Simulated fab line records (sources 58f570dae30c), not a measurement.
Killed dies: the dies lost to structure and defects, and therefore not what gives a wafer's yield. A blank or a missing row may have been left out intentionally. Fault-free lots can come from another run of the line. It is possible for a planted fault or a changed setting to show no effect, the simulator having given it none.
Struck lot and sound lot, side by side -- flow berkeleyCmos170 -- 19 out of 331 route steps
Sound: the wafers L649.4, L649.5, L649.6. Wafers L661.1, L661.3, L661.4 were the ones struck. The cause is named last.
Per side, at each step with rows, come the tool, then ch with its chambers, and then its first start. Under that, the readings that differ: sound wafers -- struck wafers -- difference of the means -- sigmas: that difference in standard deviations of wafers without a fault.
alike: readings with means less than 2 such deviations apart, plus words and numbers identical on both sides. not compared: withheld readings, readings lacking a value on some wafer, bounds such as >300 that could conceal the same value, and numbers that have no deviation in the record and whose values overlap.
Wherever a step has rows on one side only, a row that says differs or no value, or a row with sigmas, the two part there. Non-overlapping numbers with no deviation appear without sigmas and do not part them. Lack of a reading on every wafer of one side parts them only where that side has two or more wafers.

first, 1 step without rows for these wafers: UCB170_M3_PRE_CLEAN_00 (preclean etch time 60 s).
UCB170_M3_SPUTTER_01: material Al, target thk 900 nm, time 120 s.
  sound on pvdSputter-02, day 10 17:10; struck on pvdSputter-02, day 13 22:46
  alike: cathodeDcPowerW, throttleValvePct
UCB170_M3_RS_MEAS_02: measurement is done with a four-point probe.
  sound on filmMetro-01, day 10 17:18; struck on filmMetro-02, day 13 22:51
  alike: M3_AL_RS
UCB170_M3_THK_MEAS_03: measures by xrf.
  sound on filmMetro-01, day 10 17:23; struck on filmMetro-02, day 13 22:58
  alike: M3_AL_THK
then, 3 steps without rows for these wafers: UCB170_M3_HMDS_04 (prime time 60 s); UCB170_M3_COAT_05 (resist thk 900 nm); UCB170_M3_SOFTBAKE_06 (time 60 s).
UCB170_M3_STRIP_07: strips in O2.
  sound on plasmaAsher-04 ch 0,1, day 10 18:08; struck on plasmaAsher-02 ch 0,1, day 13 23:31
  alike: drypumpMotorCurrentA, oesProductAu, stripTimeToEndpointS
  not compared: rfHoursCounterH
then, 4 steps without rows for these wafers: UCB170_M3_STRIP_08 (strips KrF in DMSO, time 600 s); UCB170_M3_COAT_09; UCB170_M3_COAT_10 (resist thk 900 nm); UCB170_M3_SOFTBAKE_11 (time 60 s).
UCB170_M3_EXPOSE_12: exposes mask METAL3, target cd 700 nm.
  sound on krfScanner-02 ch 0, day 10 21:55; struck on krfScanner-02 ch 0, day 14 01:47
reading,sound,struck,difference,sigmas
model.M3.overlayXNm (nm),-4.429 -4.429 -4.429,159.3 159.3 159.3,+163.7,
  alike: mask
then, 2 steps without rows for these wafers: UCB170_M3_PEB_13; UCB170_M3_DEVELOP_14 (develop time 45 s).
UCB170_M3_CD_MEAS_15: the cd target is 700 nm.
  sound on cdSem-01, day 10 22:50; struck on cdSem-01, day 14 02:35
  alike: cdNm
UCB170_M3_OVL_MEAS_16:
  sound on overlay-02, day 10 22:55; struck on overlay-01, day 14 02:43
reading,sound,struck,difference,sigmas
M3_OVL (nm),-4 0 -1,154 156 151,+155,+30
UCB170_M3_ETCH_17: etches BARC in N2/H2.
  sound on rieDiel-03 ch 0,3, day 10 22:56; struck on rieDiel-04 ch 1,2, day 14 02:45
  alike: drypumpMotorCurrentA, oesProductAu, throttleValvePct
UCB170_M3_PROBE_99:
  sound wafers here have rows in the record (prober-01, day 10 23:39); struck ones have none

## WHERE THEY PART
Earliest at UCB170_M3_OVL_MEAS_16; latest, in this record, at UCB170_M3_PROBE_99.

WHY: what had been put in by the simulator
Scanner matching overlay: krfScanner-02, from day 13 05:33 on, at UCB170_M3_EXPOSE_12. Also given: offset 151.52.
